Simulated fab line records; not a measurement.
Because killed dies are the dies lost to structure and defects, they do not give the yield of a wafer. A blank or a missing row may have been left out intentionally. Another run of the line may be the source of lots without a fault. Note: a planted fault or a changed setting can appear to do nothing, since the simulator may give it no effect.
What tool caused it?    flow berkeley_cmos170    14 lots, 42 wafers sampled, at 5 steps of a route of 331

## WHAT THE GAUGES READ, wafer by wafer
UCB170_GATE_THK_MEAS_02. Usual: for GATE_OXIDE_THK the level is 6.59 nm and the standard deviation is 0.14.
lot   measured      on             GATE_OXIDE_THK (nm)  flag
L867  day 7 01:22   film_metro-02  6.42 6.53 6.66       
L868  day 7 01:23   film_metro-01  6.56 6.48 6.28       
L870  day 7 09:42   film_metro-02  6.53 6.54 6.49       
L869  day 7 09:41   film_metro-03  6.60 6.58 6.66       
L871  day 7 18:50   film_metro-03  6.46 6.53 6.54       
L874  day 8 23:00   film_metro-03  6.49 6.42 6.49       
L875  day 8 22:59   film_metro-01  6.36 6.36 6.40       
L881  day 9 23:53   film_metro-03  6.75 6.76 6.75       
L883  day 10 10:50  film_metro-01  6.70 6.62 6.64       
L885  day 10 20:52  film_metro-03  6.76 6.63 6.64       
L887  day 11 08:01  film_metro-03  6.76 6.72 6.70       
L888  day 11 20:40  film_metro-03  6.58 6.81 6.63       
L889  day 11 20:38  film_metro-01  6.72 6.75 6.81       
L890  day 12 07:56  film_metro-01  6.57 6.48 6.60       

UCB170_PLDD_OVL_MEAS_07. Usual: for PLDD_OVL the level is -3 nm and the standard deviation is 5.6.
lot   measured      on          PLDD_OVL (nm)  flag
L867  day 7 13:01   overlay-02  -9 -16 -5      
L868  day 7 12:45   overlay-01  3 4 -1         
L870  day 7 22:30   overlay-02  -3 -7 -1       
L869  day 7 21:47   overlay-01  -4 -4 -7       
L871  day 8 05:14   overlay-02  -9 -5 -2       
L874  day 9 07:27   overlay-02  -4 5 0         
L875  day 9 07:43   overlay-01  -1 -8 -7       
L881  day 10 10:49  overlay-02  -8 -4 0        
L883  day 11 00:10  overlay-02  -11 -9 -12     
L885  day 11 06:11  overlay-02  -4 -7 -8       
L887  day 12 00:16  overlay-02  6 -7 5         
L888  day 12 13:51  overlay-02  -8 -3 -7       
L889  day 12 14:07  overlay-02  -3 -9 1        
L890  day 12 20:10  overlay-01  -4 -2 -11      

UCB170_CONTACT_THK_MEAS_02. Usual: for CONTACT_PSG_THK the level is 677 nm and the standard deviation is 6.6.
lot   measured      on             CONTACT_PSG_THK (nm)  flag
L867  day 8 05:32   film_metro-02  680 681 686           
L868  day 8 07:11   film_metro-03  669 669 664           
L870  day 8 14:40   film_metro-03  683 689 685           
L869  day 8 15:01   film_metro-01  671 668 670           
L871  day 9 00:17   film_metro-01  662 668 666           
L874  day 10 01:41  film_metro-03  674 680 675           
L875  day 10 03:00  film_metro-01  672 673 671           
L881  day 11 06:16  film_metro-01  686 680 680           
L883  day 11 16:58  film_metro-01  670 679 677           
L885  day 12 05:00  film_metro-01  682 676 675           
L887  day 12 23:32  film_metro-02  673 677 682           
L888  day 13 07:26  film_metro-03  681 674 677           
L889  day 13 08:20  film_metro-01  688 682 682           
L890  day 13 17:28  film_metro-01  678 685 681           

## EACH LOT AND THE TOOL THAT RAN IT (in order: tool; ch and the chambers of the sampled wafers; start)
lot   UCB170_ZERO_COAT_01               UCB170_ZERO_STRIP_07
L867  litho_track-04 ch 0, day 2 00:06  plasma_asher-01 ch 0,1, day 2 00:47
L868  litho_track-01 ch 0, day 2 00:14  plasma_asher-04 ch 0,1, day 2 01:04
L870  litho_track-04 ch 0, day 2 07:43  plasma_asher-02 ch 0,1, day 2 08:59
L869  litho_track-03 ch 0, day 2 07:56  plasma_asher-04 ch 0,1, day 2 09:16
L871  litho_track-04 ch 0, day 2 17:47  plasma_asher-04 ch 0,1, day 2 18:37
L874  litho_track-03 ch 0, day 3 08:55  plasma_asher-01 ch 0,1, day 3 09:44
L875  litho_track-03 ch 0, day 3 16:22  plasma_asher-02 ch 0,1, day 3 17:53
L881  litho_track-04 ch 0, day 4 15:46  plasma_asher-01 ch 0,1, day 4 16:27
L883  litho_track-04 ch 0, day 5 03:52  plasma_asher-04 ch 1, day 5 05:37
L885  litho_track-01 ch 0, day 5 13:00  plasma_asher-02 ch 0,1, day 5 13:43
L887  litho_track-04 ch 0, day 6 04:49  plasma_asher-04 ch 0,1, day 6 05:32
L888  litho_track-04 ch 0, day 6 11:42  plasma_asher-01 ch 0,1, day 6 12:32
L889  litho_track-03 ch 0, day 6 11:43  plasma_asher-02 ch 0,1, day 6 12:46
L890  litho_track-04 ch 0, day 6 17:29  plasma_asher-04 ch 0, day 6 19:05
- UCB170_ZERO_COAT_01: resist thk 900 nm.
- UCB170_ZERO_STRIP_07: strips in O2.

## AS READ BY THE TOOLS THEMSELVES (means over the sampled wafers that have a number; for cases with no such wafer, the mark the record gives instead)
UCB170_ZERO_STRIP_07. Usual: drypump_motor_current_A 5.7 A, standard deviation 0.31; oes_product_au 0.727 a.u., standard deviation 0.0046; strip_time_to_endpoint_s 21.47 s, standard deviation 0.055.
lot   tool             drypump_motor_current_A (A)  oes_product_au (a.u.)  strip_time_to_endpoint_s (s)  flag
L867  plasma_asher-01  5.6                          0.734                  21.50                         
L868  plasma_asher-04  5.6                          0.725                  21.53                         
L870  plasma_asher-02  5.5                          0.731                  21.46                         
L869  plasma_asher-04  5.6                          0.729                  21.50                         
L871  plasma_asher-04  5.8                          0.724                  21.47                         
L874  plasma_asher-01  5.6                          0.735                  24.85                         OFF
L875  plasma_asher-02  5.7                          0.729                  24.83                         OFF
L881  plasma_asher-01  5.6                          0.725                  21.45                         
L883  plasma_asher-04  6.0                          0.725                  21.52                         
L885  plasma_asher-02  5.7                          0.728                  21.48                         
L887  plasma_asher-04  5.8                          0.729                  21.44                         
L888  plasma_asher-01  5.6                          0.724                  21.52                         
L889  plasma_asher-02  5.7                          0.727                  21.46                         
L890  plasma_asher-04  5.4                          0.729                  21.49                         

## THE ANSWER, worked out from the rows above alone
Rule: lot off if the mean of its wafers having a number is beyond 3 standard deviations from the usual mean. A lot without any number at a reading at which 4 lots or more have one is off too. Any other lot the step has rows for is counted as sound. The gauges are gone through in route order, then the tools' own readings, and for those a lot's mean is taken as printed above. At the first step where some lot is off, the reading lying furthest off is the one used; lots without a number count as furthest.
Off: L874, L875, at UCB170_ZERO_STRIP_07 (strip_time_to_endpoint_s).
If a tool, at that step or one of the process steps before it, ran each lot that is off and ran no sound lot following the first of them, it fits. Of those tried, none fits.

## WHAT THE SIMULATOR PUT IN
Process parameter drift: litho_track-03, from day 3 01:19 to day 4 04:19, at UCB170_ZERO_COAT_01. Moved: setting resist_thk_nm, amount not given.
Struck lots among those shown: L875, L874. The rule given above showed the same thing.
